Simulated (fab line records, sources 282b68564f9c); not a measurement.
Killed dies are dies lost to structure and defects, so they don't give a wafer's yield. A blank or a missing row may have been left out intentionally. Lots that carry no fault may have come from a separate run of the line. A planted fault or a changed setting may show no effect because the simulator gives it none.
Matching of chambers | flow rit_cmos | RIT_SPACER_ETCHBACK_05 on rie_diel-04 has 4 sister chambers
The step etches Si3N4 in SF6/CHF3, stops on SiO2, target depth 250 nm, time 240 s. 14 wafers are shown with their chamber, then 7 later ones without.

== WAFERS, EACH WITH ITS CHAMBER ==
wafer  | chamber | drypump_motor_current_A (A) | throttle_valve_pct (%) | oes_product_au (a.u.)
L861.1 | 1       | 5.9                         | 10.05                  | 0.843
L861.4 | 0       | 5.7                         | 10.48                  | 0.819
L861.5 | 2       | 6.0                         | 10.23                  | 0.847
L864.3 | 3       | 4.9                         | 10.19                  | 0.840
L864.5 | 0       | 5.7                         | 10.46                  | 0.827
L864.6 | 1       | 5.9                         | 10.04                  | 0.845
L865.2 | 1       | 6.0                         | 10.05                  | 0.842
L865.4 | 0       | 5.7                         | 10.47                  | 0.824
L865.6 | 1       | 5.9                         | 10.05                  | 0.844
L869.1 | 2       | 6.0                         | 10.26                  | 0.883
L869.4 | 3       | 4.9                         | 10.20                  | 0.873
L869.5 | 1       | 5.9                         | 10.08                  | 0.890
L872.1 | 3       | 4.9                         | 10.17                  | 0.832
L872.5 | 3       | 4.9                         | 10.17                  | 0.845

SIGNATURES, as means of the wafers listed above
reading                 | chamber 0 | chamber 1 | chamber 2 | chamber 3 | scatter within a chamber
drypump_motor_current_A | 5.700     | 5.920     | 6.000     | 4.900     | 0.0283
throttle_valve_pct      | 10.4700   | 10.0540   | 10.2450   | 10.1825   | 0.015
oes_product_au          | 0.82333   | 0.85280   | 0.86500   | 0.84750   | 0.0184
Rule: a wafer lies at a distance from a chamber equal to the root of the sum of squares, over the readings, of (its reading less the chamber's mean, divided by the reading's scatter). The wafer belongs to the nearest chamber; if the next one is less than 2 further off, it can't be placed. The scatter is the square root of a quotient: the sum, over the shown wafers, of each reading's squared deviation from its chamber's mean, divided by wafers minus chambers.

== WAFERS MISSING THEIR CHAMBER ==
wafer  | drypump_motor_current_A (A) | throttle_valve_pct (%) | oes_product_au (a.u.)
L872.6 | 5.7                         | 10.47                  | 0.834
L873.1 | 4.9                         | 10.17                  | 0.834
L873.2 | 5.7                         | 10.48                  | 0.835
L873.5 | 4.9                         | 10.17                  | 0.840
L879.4 | 6.0                         | 10.24                  | 0.847
L879.5 | 6.0                         | 10.23                  | 0.849
L879.6 | 4.9                         | 10.17                  | 0.836

== THE CHAMBER EACH PASSED THROUGH ==
wafer  | from the rows above | in truth
L872.6 | 0                   | 0
L873.1 | 3                   | 3
L873.2 | 0                   | 0
L873.5 | 3                   | 3
L879.4 | 2                   | 2
L879.5 | 2                   | 2
L879.6 | 3                   | 3
Placed correctly: 7 of 7. Left unplaced by these rows: 0. Wrongly placed: 0.
